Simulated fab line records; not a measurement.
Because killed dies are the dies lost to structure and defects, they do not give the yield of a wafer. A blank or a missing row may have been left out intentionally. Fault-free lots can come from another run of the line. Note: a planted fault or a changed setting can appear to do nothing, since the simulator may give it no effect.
Matching of chambers + flow berkeley-cmos170 + 4 sister chambers for UCB170_V2_ETCH_14 on rie-diel-01
The step etches SiO2 in CHF3/CF4/Ar, stops on Al, target depth 1250 nm, time 291 s. 4 wafers are shown with their chamber, then 6 later ones without.

== EACH WAFER AND ITS CHAMBER ==
| wafer  | chamber | throttle-valve-pct (%) |
|--------|---------|------------------------|
| L345.6 | 3       | 6.92                   |
| L349.2 | 2       | 6.84                   |
| L349.3 | 0       | 6.91                   |
| L349.4 | 1       | 7.04                   |

== WAFERS WITHOUT THEIR CHAMBER ==
| wafer  | throttle-valve-pct (%) |
|--------|------------------------|
| L351.2 | 6.83                   |
| L351.3 | 7.04                   |
| L351.6 | 7.05                   |
| L352.1 | 7.02                   |
| L352.4 | 6.92                   |
| L352.6 | 6.83                   |

== WHICH CHAMBER EACH WENT THROUGH ==
| wafer  | from the rows above     | in truth |
|--------|-------------------------|----------|
| L351.2 | 2                       | 2        |
| L351.3 | 1                       | 1        |
| L351.6 | 1                       | 1        |
| L352.1 | 1                       | 1        |
| L352.4 | can't be placed: 3 or 0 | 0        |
| L352.6 | 2                       | 2        |
Placed correctly: 5 of 6. From these rows, 1 cannot be placed; in 1 the true chamber is one of the candidates. Wrongly placed: 0.
How it was worked out, from the rows above alone: a wafer's distance from a chamber is the root of the sum, over the readings, of the square of ((its reading less the chamber's mean) divided by the reading's scatter). If the next closest chamber is less than 2 further off than the closest, the wafer can't be placed; otherwise it belongs to the closest. The mean given for a chamber averages the wafers shown for that chamber. The scatter: root of mean squared gap, hidden wafer to nearest shown wafer, with one shown wafer a chamber.
